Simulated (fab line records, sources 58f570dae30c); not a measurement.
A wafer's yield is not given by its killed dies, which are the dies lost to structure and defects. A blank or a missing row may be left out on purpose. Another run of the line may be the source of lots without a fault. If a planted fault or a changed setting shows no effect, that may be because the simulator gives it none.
2 desks, one fault / flow berkeleyCmos170 / every desk sees just its own numbers, and what lay behind them comes last

== FOR THE TOOL OWNER'S DESK: pvdSputter-04 ==
The tool's own readings at UCB170_M2_SPUTTER_01 (material Al, target thk 900 nm, time 120 s): means of the sampled wafers that have a number, for each lot that ran on this tool. If a lot's mean is further than 4 standard deviations from the usual mean, the lot is out of limits and carries the mark OUT (the distance appears in the brackets).
Columns: A = throttleValvePct at UCB170_M2_SPUTTER_01, usual 29.9 %
lot=L977; first seen here=day 8 23:52; A=30.7
lot=L984; first seen here=day 9 22:04; A=30.0
lot=L996; first seen here=day 12 22:25; A=30.0
Finding of this desk: none of the 3 lots has anything out of limits.

== FROM THE METROLOGY DESK ==
Lot by lot, what the gauges showed, no matter which tool ran the lot: averages of those sampled wafers that carry a number. If a lot's mean is further than 4 standard deviations from the usual mean, the lot is out of limits and carries the mark OUT (the distance appears in the brackets).
Columns: A = PSD_TW at UCB170_PSD_TW_MEAS_10, usual 2358; B = V2_POLISHED_THK at UCB170_V2_THK_MEAS_04, usual 999.9 nm
lot=L978; first seen here=day 8 02:03; A=2368; B=1000.3
lot=L976; first seen here=day 8 02:11; A=2351; B=998.7
lot=L977; first seen here=day 8 03:00; A=2378; B=999.9
lot=L984; first seen here=day 9 03:09; A=2376; B=1000.8
lot=L983; first seen here=day 9 03:25; A=2354; B=999.6
lot=L987; first seen here=day 9 12:22; A=2346; B=1000.4
lot=L989; first seen here=day 10 09:23; A=2370; B=998.3
lot=L992; first seen here=day 10 21:59; A=2325; B=1000.0
lot=L993; first seen here=day 11 04:07; A=2334; B=998.9
lot=L995; first seen here=day 11 18:23; A=2373; B=1000.0
lot=L994; first seen here=day 11 18:41; A=2363; B=999.1
lot=L998; first seen here=day 12 04:12; A=2343; B=1000.2
lot=L996; first seen here=day 12 04:20; A=2379; B=1000.7
Finding of this desk: none of the 13 lots has anything out of limits.

== PUT TOGETHER ==
Nothing out of limits was seen by the tool owner's desk.
The metrology desk saw nothing out of limits.

== WHAT THE SIMULATOR HAD INSERTED ==
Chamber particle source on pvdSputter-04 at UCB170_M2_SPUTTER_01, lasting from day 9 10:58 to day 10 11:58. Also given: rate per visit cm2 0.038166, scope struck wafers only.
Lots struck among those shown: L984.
